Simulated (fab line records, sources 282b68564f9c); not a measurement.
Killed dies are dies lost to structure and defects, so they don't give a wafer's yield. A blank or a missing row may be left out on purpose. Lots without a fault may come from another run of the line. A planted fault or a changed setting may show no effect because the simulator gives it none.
Which tool did it? | flow rit_cmos | 7 lots, 21 wafers sampled, at 3 steps of a route of 202

WHAT THE GAUGES READ, wafer by wafer
RIT_CONTACT_OVL_MEAS_09.
lot  | measured    | on         | CONTACT_OVL (nm)
L690 | day 3 19:41 | overlay-01 | -2.8 -2.5 -1.6
L692 | day 4 04:02 | overlay-02 | -0.3 0.2 1.4
L694 | day 4 10:31 | overlay-02 | -1.7 -2.5 -0.9
L696 | day 4 20:23 | overlay-01 | -0.5 -1.4 -2.6
L702 | day 6 02:15 | overlay-02 | -1.7 -1.7 -0.6
L707 | day 7 03:19 | overlay-01 | -0.6 -0.5 0.0
L710 | day 7 18:43 | overlay-02 | -0.8 0.5 -0.3

WHICH TOOL RAN EACH LOT (tool, then ch and the chambers of the sampled wafers, then the start)
lot  | RIT_NWELL_STRIP_09                  | RIT_GATE_CLEAN_03
L690 | plasma_asher-01 ch 0,1, day 2 07:58 | wet_bench-03 ch 2, day 2 23:32
L692 | plasma_asher-01 ch 0,1, day 2 19:59 | wet_bench-03 ch 0, day 3 06:53
L694 | plasma_asher-01 ch 0,1, day 3 03:48 | wet_bench-01 ch 2, day 3 14:46
L696 | plasma_asher-03 ch 0,1, day 3 14:25 | wet_bench-01 ch 1, day 4 01:32
L702 | plasma_asher-04 ch 0,1, day 4 19:58 | wet_bench-03 ch 0, day 5 06:39
L707 | plasma_asher-03 ch 0,1, day 5 19:35 | wet_bench-02 ch 3, day 6 06:29
L710 | plasma_asher-03 ch 0,1, day 6 11:38 | wet_bench-01 ch 2, day 6 22:44
- RIT_NWELL_STRIP_09: strips in O2, time 180 s.
- RIT_GATE_CLEAN_03: cleans in SC2, time 600 s.

THE ANSWER, worked out from the rows above alone
Rule: what is usual is taken from the lots themselves. Put in order of their means at a reading, lots are off if they are a third of the lots or fewer, leave a main group of 4 or more, and stand apart from it by a gap of 3 or more times the standard deviation of the main group's means; of several such gaps the widest counts. A main group whose means are all the same, to the digits that the tables above print for the reading, isn't used. A lot without any number at a reading at which 4 lots or more have one is off too. The other lots that the step has rows for count as sound.
No lot is off at any reading shown: from this, nothing can be told.

WHAT THE SIMULATOR HAD PUT IN
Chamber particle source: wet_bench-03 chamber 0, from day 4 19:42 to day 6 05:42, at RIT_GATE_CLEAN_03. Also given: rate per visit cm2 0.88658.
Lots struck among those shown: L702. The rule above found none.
